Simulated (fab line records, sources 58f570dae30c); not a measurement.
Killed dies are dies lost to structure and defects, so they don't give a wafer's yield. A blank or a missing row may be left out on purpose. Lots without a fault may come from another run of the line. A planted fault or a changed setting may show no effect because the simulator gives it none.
Which tool did it? | flow berkeley_cmos170 | 16 lots, 48 wafers sampled, at 4 steps of a route of 331

WHAT THE GAUGES READ, wafer by wafer
UCB170_M2_CD_MEAS_15: target cd 700 nm.
lot  | measured     | on        | cd_nm (nm)
L295 | day 8 23:08  | cd_sem-02 | 700.8 700.9 700.9
L298 | day 9 11:16  | cd_sem-02 | 699.5 699.3 700.7
L299 | day 9 18:31  | cd_sem-02 | 702.9 702.5 702.2
L300 | day 10 04:37 | cd_sem-01 | 701.6 701.5 701.6
L303 | day 10 08:01 | cd_sem-02 | 700.7 699.8 700.6
L302 | day 10 11:04 | cd_sem-01 | 701.0 700.2 698.1
L306 | day 10 19:31 | cd_sem-01 | 700.7 698.6 698.7
L309 | day 11 07:42 | cd_sem-02 | 700.0 700.4 700.9
L307 | day 11 10:24 | cd_sem-01 | 698.6 699.5 700.4
L308 | day 11 10:02 | cd_sem-02 | 698.9 699.0 697.5
L311 | day 12 08:47 | cd_sem-02 | 699.4 699.1 698.6
L312 | day 12 10:56 | cd_sem-01 | 703.0 702.3 703.7
L313 | day 12 14:41 | cd_sem-01 | 699.8 699.6 700.9
L314 | day 12 16:54 | cd_sem-01 | 700.6 698.3 699.2
L315 | day 13 19:25 | cd_sem-02 | 699.9 699.5 699.4
L317 | day 13 23:32 | cd_sem-01 | 701.6 701.5 701.3

UCB170_V2_CD_MEAS_90: target cd 700 nm.
lot  | measured     | on        | cd_nm (nm)
L295 | day 9 02:05  | cd_sem-01 | 699.8 699.8 701.4
L298 | day 9 14:10  | cd_sem-02 | 699.5 700.5 699.2
L299 | day 9 21:17  | cd_sem-01 | 697.7 698.3 697.3
L300 | day 10 08:44 | cd_sem-01 | 701.9 701.5 700.5
L303 | day 10 11:16 | cd_sem-02 | 699.8 700.5 699.7
L302 | day 10 14:43 | cd_sem-02 | 699.5 699.0 697.4
L306 | day 10 22:17 | cd_sem-02 | 700.8 701.3 700.5
L309 | day 11 10:46 | cd_sem-01 | 699.8 700.0 702.0
L307 | day 11 14:01 | cd_sem-02 | 697.0 697.4 696.8
L308 | day 11 13:45 | cd_sem-01 | 698.1 699.6 697.5
L311 | day 12 12:13 | cd_sem-01 | 699.9 699.8 700.0
L312 | day 12 14:21 | cd_sem-01 | 699.1 699.7 698.1
L313 | day 12 18:01 | cd_sem-01 | 700.2 699.5 700.5
L314 | day 12 20:05 | cd_sem-01 | 700.1 698.6 699.5
L315 | day 13 22:55 | cd_sem-01 | 699.8 699.6 700.6
L317 | day 14 03:20 | cd_sem-02 | 703.0 704.0 703.4

WHICH TOOL RAN EACH LOT (tool, then ch and the chambers of the sampled wafers, then the start)
lot  | UCB170_CONTACT_STRIP_19              | UCB170_V1_CMP_02
L295 | plasma_asher-02 ch 0, day 8 09:14    | cmp-01 ch 1,2, day 8 18:46
L298 | plasma_asher-01 ch 1, day 9 03:22    | cmp-01 ch 1,2, day 9 06:56
L299 | plasma_asher-02 ch 0,1, day 9 10:25  | cmp-02 ch 0,2,3, day 9 14:11
L300 | plasma_asher-03 ch 0, day 9 19:41    | cmp-02 ch 0,1,2, day 9 23:24
L303 | plasma_asher-02 ch 0,1, day 9 21:36  | cmp-01 ch 1,2,3, day 10 01:31
L302 | plasma_asher-03 ch 0,1, day 9 23:13  | cmp-01 ch 0,3, day 10 04:14
L306 | plasma_asher-03 ch 0,1, day 10 10:53 | cmp-02 ch 0,1,3, day 10 14:32
L309 | plasma_asher-01 ch 0,1, day 10 23:12 | cmp-02 ch 0,2,3, day 11 03:38
L307 | plasma_asher-01 ch 0,1, day 10 23:43 | cmp-01 ch 0,2,3, day 11 05:04
L308 | plasma_asher-03 ch 0,1, day 11 01:08 | cmp-02 ch 0,3, day 11 05:01
L311 | plasma_asher-01 ch 0,1, day 11 22:25 | cmp-02 ch 0,3, day 12 02:37
L312 | plasma_asher-03 ch 0,1, day 12 02:29 | cmp-02 ch 1,2,3, day 12 06:13
L313 | plasma_asher-01 ch 0,1, day 12 04:50 | cmp-02 ch 0,1,2, day 12 08:54
L314 | plasma_asher-03 ch 0,1, day 12 05:23 | cmp-02 ch 0,1,3, day 12 10:07
L315 | plasma_asher-03 ch 0,1, day 13 06:46 | cmp-02 ch 0,1,2, day 13 11:44
L317 | plasma_asher-03 ch 0,1, day 13 09:29 | cmp-01 ch 1,2,3, day 13 14:38
- UCB170_CONTACT_STRIP_19: strips in O2.
- UCB170_V1_CMP_02: polishes SiO2.

WHAT THE TOOLS THEMSELVES READ (means of the sampled wafers that have a number; where no wafer has one, the mark that the record gives instead)
UCB170_CONTACT_STRIP_19.
lot  | tool            | drypump_motor_current_A (A) | oes_product_au (a.u.)
L295 | plasma_asher-02 | 5.17                        | 0.728
L298 | plasma_asher-01 | 5.44                        | 0.723
L299 | plasma_asher-02 | 5.66                        | 0.730
L300 | plasma_asher-03 | 5.52                        | 0.735
L303 | plasma_asher-02 | 5.65                        | 0.723
L302 | plasma_asher-03 | 5.41                        | 0.728
L306 | plasma_asher-03 | 5.40                        | 0.727
L309 | plasma_asher-01 | 5.41                        | 0.727
L307 | plasma_asher-01 | 5.41                        | 0.726
L308 | plasma_asher-03 | 5.44                        | 0.722
L311 | plasma_asher-01 | 5.41                        | 0.725
L312 | plasma_asher-03 | 5.44                        | 0.723
L313 | plasma_asher-01 | 5.41                        | 0.719
L314 | plasma_asher-03 | 5.45                        | 0.725
L315 | plasma_asher-03 | 5.42                        | 0.726
L317 | plasma_asher-03 | 5.46                        | 0.730

UCB170_V1_CMP_02.
lot  | tool   | motor_current_A (A)
L295 | cmp-01 | 16.9
L298 | cmp-01 | 15.9
L299 | cmp-02 | 17.5
L300 | cmp-02 | 17.9
L303 | cmp-01 | 15.9
L302 | cmp-01 | 17.2
L306 | cmp-02 | 16.7
L309 | cmp-02 | 17.5
L307 | cmp-01 | 16.2
L308 | cmp-02 | 16.7
L311 | cmp-02 | 17.2
L312 | cmp-02 | 17.1
L313 | cmp-02 | 17.3
L314 | cmp-02 | 17.4
L315 | cmp-02 | 17.7
L317 | cmp-01 | 16.0

THE ANSWER, worked out from the rows above alone
Rule: what is usual is taken from the lots themselves. Put in order of their means at a reading, lots are off if they are a third of the lots or fewer, leave a main group of 4 or more, and stand apart from it by a gap of 3 or more times the standard deviation of the main group's means; of several such gaps the widest counts. A main group whose means are all the same, to the digits that the tables above print for the reading, isn't used. A lot without any number at a reading at which 4 lots or more have one is off too. The other lots that the step has rows for count as sound. The gauges are gone through in route order, then the tools' own readings, and for those a lot's mean is taken as printed above. The first step at which some lot is off is used, and at that step the reading that is off furthest; a lot without a number counts as furthest.
No lot is off at any reading shown: from this, nothing can be told.

WHAT THE SIMULATOR HAD PUT IN
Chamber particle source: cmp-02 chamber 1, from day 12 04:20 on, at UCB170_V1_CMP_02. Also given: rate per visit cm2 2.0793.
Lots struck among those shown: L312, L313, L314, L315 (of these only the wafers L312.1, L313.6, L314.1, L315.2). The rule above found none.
